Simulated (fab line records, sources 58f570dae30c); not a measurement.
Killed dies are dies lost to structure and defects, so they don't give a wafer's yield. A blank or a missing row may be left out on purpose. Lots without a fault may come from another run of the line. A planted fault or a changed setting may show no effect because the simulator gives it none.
Which tool did it? | flow berkeley_cmos170 | 7 lots, 21 wafers sampled, at 1 step of a route of 331

WHAT THE GAUGES READ, wafer by wafer
UCB170_CONTACT_CD_MEAS_90: target cd 700 nm.
lot  | measured     | on        | cd_nm (nm)
L855 | day 9 00:41  | cd_sem-01 | 699.7 701.2 700.0
L859 | day 9 12:17  | cd_sem-02 | 700.1 700.4 699.5
L864 | day 10 17:01 | cd_sem-02 | 700.5 700.7 698.5
L868 | day 11 01:53 | cd_sem-01 | 699.6 700.3 702.1
L873 | day 12 07:49 | cd_sem-02 | 701.9 701.2 700.4
L876 | day 12 12:26 | cd_sem-01 | 699.8 700.5 698.7
L877 | day 13 08:53 | cd_sem-01 | 697.5 700.6 699.6

WHICH TOOL RAN EACH LOT (tool, then ch and the chambers of the sampled wafers, then the start)
The record holds no process step before these readings.

THE ANSWER, worked out from the rows above alone
Rule: what is usual is taken from the lots themselves. Put in order of their means at a reading, lots are off if they are a third of the lots or fewer, leave a main group of 4 or more, and stand apart from it by a gap of 3 or more times the standard deviation of the main group's means; of several such gaps the widest counts. A main group whose means are all the same, to the digits that the tables above print for the reading, isn't used. A lot without any number at a reading at which 4 lots or more have one is off too. The other lots that the step has rows for count as sound.
No lot is off at any reading shown: from this, nothing can be told.

WHAT THE SIMULATOR HAD PUT IN
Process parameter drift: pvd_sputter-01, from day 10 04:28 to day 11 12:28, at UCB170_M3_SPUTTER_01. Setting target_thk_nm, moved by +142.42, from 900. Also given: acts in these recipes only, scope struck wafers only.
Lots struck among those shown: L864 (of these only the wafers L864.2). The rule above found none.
